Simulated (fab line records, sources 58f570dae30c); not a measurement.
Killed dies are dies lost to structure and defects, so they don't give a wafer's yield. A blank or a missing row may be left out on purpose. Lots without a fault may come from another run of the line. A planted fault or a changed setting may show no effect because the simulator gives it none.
Split-lot experiment | flow berkeley_cmos170 | 5 lots, 23 wafers read, on a route of 331 steps

THE SPLIT
At UCB170_NLDD_IMPLANT_09, the setting dose_cm2 was moved away from the recipe's 5e+13 on 4 of the 23 wafers read, by +2.0% to +3.2%. The other wafers ran this setting at the recipe's value.

FROM THE SPLIT TO THE READING: what the file shows between them, 14 steps
- UCB170_PSD_EXPOSE_03: exposes mask PSELECT MOD, target cd 1200 nm (also split here: dose_mj)
- UCB170_PSD_PEB_04
- UCB170_PSD_DEVELOP_05: develop time 45 s
- UCB170_PSD_CD_MEAS_06: target cd 1200 nm
- UCB170_PSD_IMPLANT_08 (also split here: dose_cm2)
- UCB170_PSD_STRIP_09: strips in O2
- UCB170_PSD_TW_MEAS_10
- UCB170_NSD_IMPLANT_08 (also split here: dose_cm2)
- UCB170_NSD_STRIP_09: strips in O2
- UCB170_NSD_CLEAN_11: cleans in SPM, time 600 s
- UCB170_SDANNEAL_RTA_00: time 10 s
- UCB170_SDANNEAL_RTA_01: time 5 s
- UCB170_SDANNEAL_RS_MEAS_02: measures by four-point-probe
- UCB170_SDANNEAL_RS_MEAS_03: measures by four-point-probe

THE READING
NLDD_RS, in ohm/sq, at UCB170_SDANNEAL_RS_MEAS_05 (measures by four-point-probe). Fault-free wafers of this fab line usually give 617.0 ohm/sq, standard deviation 1.4 ohm/sq.

wafer  | tool, chamber at the split | dose_cm2 as run | against the recipe | NLDD_RS, ohm/sq | against lot-mates on the recipe
L078.1 | implanter-01, 0            | 5e+13           | recipe             | 616.5           | -
L078.2 | implanter-01, 0            | 5e+13           | recipe             | 618.8           | -
L078.4 | implanter-01, 0            | 5e+13           | recipe             | 619.7           | -
L079.2 | implanter-03, 0            | 5e+13           | recipe             | 614.5           | -
L079.3 | implanter-03, 0            | 5e+13           | recipe             | 616.2           | -
L079.4 | implanter-03, 0            | 5e+13           | recipe             | 616.2           | -
L079.5 | implanter-03, 0            | 5e+13           | recipe             | 616.5           | -
L079.6 | implanter-03, 0            | 5e+13           | recipe             | 615.7           | -
L081.1 | implanter-01, 0            | 5e+13           | recipe             | 617.2           | -
L081.2 | implanter-01, 0            | 5e+13           | recipe             | 618.9           | -
L081.4 | implanter-01, 0            | 5.16e+13        | +3.2%              | 609.7           | -7.7
L081.5 | implanter-01, 0            | 5.16e+13        | +3.2%              | 610.8           | -6.6
L081.6 | implanter-01, 0            | 5e+13           | recipe             | 616.1           | -
L082.2 | implanter-03, 0            | 5e+13           | recipe             | 618.6           | -
L082.3 | implanter-03, 0            | 5e+13           | recipe             | 618.1           | -
L082.4 | implanter-03, 0            | 5e+13           | recipe             | 617.9           | -
L082.5 | implanter-03, 0            | 5.101e+13       | +2.0%              | 613.1           | -5.1
L082.6 | implanter-03, 0            | 5.101e+13       | +2.0%              | 614.2           | -4.0
L084.1 | implanter-03, 0            | 5e+13           | recipe             | 616.7           | -
L084.2 | implanter-03, 0            | 5e+13           | recipe             | 617.9           | -
L084.3 | implanter-03, 0            | 5e+13           | recipe             | 616.7           | -
L084.4 | implanter-03, 0            | 5e+13           | recipe             | 617.5           | -
L084.6 | implanter-03, 0            | 5e+13           | recipe             | 617.8           | -

THE FIT
A straight line over all 23 wafers: NLDD_RS changes by -2.08 ohm/sq for each +1% of dose_cm2; r = -0.87; the points scatter about the line by 1.2 ohm/sq.
The same after taking each lot's own level away (the mean of its wafers on the recipe; 23 wafers): -2.24 ohm/sq for each +1%; r = -0.94; scatter 0.84 ohm/sq.
On that fit, the largest move of dose_cm2 shifts the reading by 7.2 ohm/sq.
The lots' own levels span 615.82 to 618.33 ohm/sq, that is 1.8 times the standard deviation above.
So the lot-to-lot level changes the slope little: the two slopes agree.
Check: with one of the wafers moved furthest among these (+3.2%) left out of the fit, the line predicts -6.87 ohm/sq for it against its lot-mates. It came out at -7.7 ohm/sq against them.

OTHER SPLITS ON THESE WAFERS
These wafers also went through other splits before the reading. Each is held against what the fit with the lots' levels taken away leaves over:
other split on the same wafers | wafers away from the commonest value | r with NLDD_RS (lot level and that fit taken away)
UCB170_PSD_EXPOSE_03 dose_mj   | 10                                   | +0.10
UCB170_PSD_IMPLANT_08 dose_cm2 | 6                                    | +0.21
UCB170_NSD_IMPLANT_08 dose_cm2 | 4                                    | -0.01

THE FILE'S OWN FIT
NLDD_RS changes by -2.24 ohm/sq for each +1% of dose_cm2, r = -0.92.
